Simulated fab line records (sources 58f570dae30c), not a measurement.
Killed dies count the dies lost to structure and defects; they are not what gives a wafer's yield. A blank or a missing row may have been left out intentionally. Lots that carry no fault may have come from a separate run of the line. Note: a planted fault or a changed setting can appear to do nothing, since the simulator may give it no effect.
2 desks, one fault ; flow berkeley_cmos170 ; every desk sees just its own numbers, and what lay behind them comes last

AT THE METROLOGY DESK
What the gauges read for every lot (on any tool): the sampled wafers with a number, averaged. Marked OUT: a lot whose mean sits more than 4 standard deviations from the usual mean, which makes it out of limits; the brackets give that distance.
Columns: A = cd_nm at UCB170_M2_CD_MEAS_15, usual 700.6 nm; B = M2_OVL at UCB170_M2_OVL_MEAS_16, usual -1 nm; C = cd_nm at UCB170_V2_CD_MEAS_12, usual 699.8 nm
lot;first seen here;A;B;C
L608;day 9 10:38;698.5;-2;699.7
L610;day 9 18:58;699.6;-10;695.7
L612;day 9 21:30;702.5;-2;698.7
L614;day 10 05:08;701.2;-6;699.1
L615;day 10 06:08;700.6;-8;700.5
L618;day 11 05:29;698.4;-3;702.0
L623;day 11 10:10;703.1;-12;700.1
L621;day 11 12:00;701.6;-4;699.2
L625;day 12 09:30;700.5;4;699.1
L626;day 12 10:42;701.3;1;701.3
L627;day 13 01:22;702.6;-1;699.6
L630;day 13 11:29;701.6;-8;699.1
L629;day 13 13:27;700.9;6;702.3
L631;day 14 04:47;701.6;-6;699.7
Result from this desk: across the 14 lots, nothing is out of limits.

DESK OF THE TOOL OWNER: rie_metal-04
The tool's own readings at UCB170_M2_METAL_ETCH_18 (etches Al in Cl2/BCl3, stops on SiO2, target depth 1170 nm, time 195 s): means of the sampled wafers that have a number, for each lot that ran on this tool. Marked OUT: a lot whose mean sits more than 4 standard deviations from the usual mean, which makes it out of limits; the brackets give that distance.
Columns: A = drypump_motor_current_A at UCB170_M2_METAL_ETCH_18, usual 5.8 A; B = oes_product_au at UCB170_M2_METAL_ETCH_18, usual 0.851 a.u.; C = throttle_valve_pct at UCB170_M2_METAL_ETCH_18, usual 24.3 %
lot;first seen here;A;B;C
L608;day 9 10:51;5.7;0.836;24.0
L610;day 9 19:10;5.7;0.834;24.0
L612;day 9 21:42;5.8;0.849;24.0
L615;day 10 06:18;5.7;0.843;24.0
L618;day 11 05:42;5.7;0.843;24.0
L621;day 11 12:10;5.7;0.811;24.1
L625;day 12 09:42;5.6;0.820;24.0
Result from this desk: across the 7 lots, nothing is out of limits.

BROUGHT TOGETHER
Nothing out of limits was seen by the metrology desk.
The tool owner's desk saw nothing out of limits.

WHAT THE SIMULATOR HAD INSERTED
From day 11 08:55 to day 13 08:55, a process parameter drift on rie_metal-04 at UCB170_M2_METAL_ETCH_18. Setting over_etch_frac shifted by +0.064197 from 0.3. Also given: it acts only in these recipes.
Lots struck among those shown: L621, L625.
